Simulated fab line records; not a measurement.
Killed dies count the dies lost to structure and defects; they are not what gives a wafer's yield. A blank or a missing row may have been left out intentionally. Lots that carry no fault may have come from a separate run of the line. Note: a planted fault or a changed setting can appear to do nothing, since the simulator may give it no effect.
One fault seen from 2 desks / flow berkeley-cmos170 / what lay behind the numbers comes last; until then each desk has only its own

## FROM THE METROLOGY DESK
Means of the sampled wafers that have a number, per lot and without regard to the tool the lot ran on: this is what the gauges read. A lot is out of limits, marked OUT, if its mean lies more than 4 standard deviations from the usual mean; the brackets give that distance.
Columns: A = cd-nm at UCB170_PLDD_CD_MEAS_06, usual 1199.9 nm; B = cd-nm at UCB170_PSD_CD_MEAS_06, usual 1199.7 nm
lot=L906; first seen here=day 6 23:23; A=1201.3; B=1200.6
lot=L907; first seen here=day 6 23:23; A=1198.5; B=1199.4
lot=L908; first seen here=day 7 18:57; A=1198.4; B=1199.1
lot=L911; first seen here=day 8 01:58; A=1200.7; B=1198.0
lot=L910; first seen here=day 8 02:13; A=1198.3; B=1200.2
lot=L909; first seen here=day 8 02:35; A=1199.2; B=1197.8
lot=L914; first seen here=day 8 18:43; A=1201.1; B=1200.2
lot=L912; first seen here=day 8 18:51; A=1200.8; B=1198.1
lot=L913; first seen here=day 8 19:13; A=1199.6; B=1202.7
lot=L922; first seen here=day 10 13:22; A=1239.5 (+30) OUT; B=1200.4
lot=L920; first seen here=day 10 13:43; A=1237.7 (+29) OUT; B=1199.6
lot=L925; first seen here=day 11 23:56; A=1201.5; B=1198.2
lot=L927; first seen here=day 12 05:56; A=1198.8; B=1199.8
lot=L928; first seen here=day 12 15:41; A=1200.8; B=1199.1
Finding of this desk: L920, L922 out of limits; the first was L922 at day 10 13:22, on cd-nm at UCB170_PLDD_CD_MEAS_06. L906, L907, L908, L911, L910, L909, L914, L912, L913, L925, L927, L928 stayed within limits.

## TOOL OWNER'S DESK, litho-track-03
UCB170_PLDD_PEB_04, tool's own readings: per-lot mean of the sampled wafers with a number, covering each lot this tool ran. A lot is out of limits, marked OUT, if its mean lies more than 4 standard deviations from the usual mean; the brackets give that distance.
Columns: A = chill-plate-temp-C at UCB170_PLDD_PEB_04, usual 23.00 C; B = heater-power-total-W at UCB170_PLDD_PEB_04, usual 56.80 W; C = plate-temp-C at UCB170_PLDD_PEB_04, usual 130.01 C
lot=L907; first seen here=day 6 23:04; A=22.95; B=56.73; C=130.01
lot=L910; first seen here=day 8 01:56; A=22.95; B=56.82; C=129.89
lot=L922; first seen here=day 10 13:05; A=23.06; B=61.47 (+99 or more) OUT; C=137.99 (+61) OUT
lot=L920; first seen here=day 10 13:27; A=23.00; B=61.42 (+99 or more) OUT; C=138.03 (+62) OUT
Finding of this desk: L920, L922 out of limits; the first was L922 at day 10 13:05, on heater-power-total-W at UCB170_PLDD_PEB_04. L907, L910 stayed within limits.

## TAKEN TOGETHER
On L920, L922, at day 10 13:05, an alarm was possible from the tool owner's desk.
L920, L922 would have let the metrology desk raise an alarm at day 10 13:22.
All the named lots went through UCB170_PLDD_PEB_04 on litho-track-03.

## WHAT HAD BEEN PUT IN BY THE SIMULATOR
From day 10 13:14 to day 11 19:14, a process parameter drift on litho-track-03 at UCB170_PLDD_PEB_04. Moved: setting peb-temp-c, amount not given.
Struck lots among those shown: L920, L922.
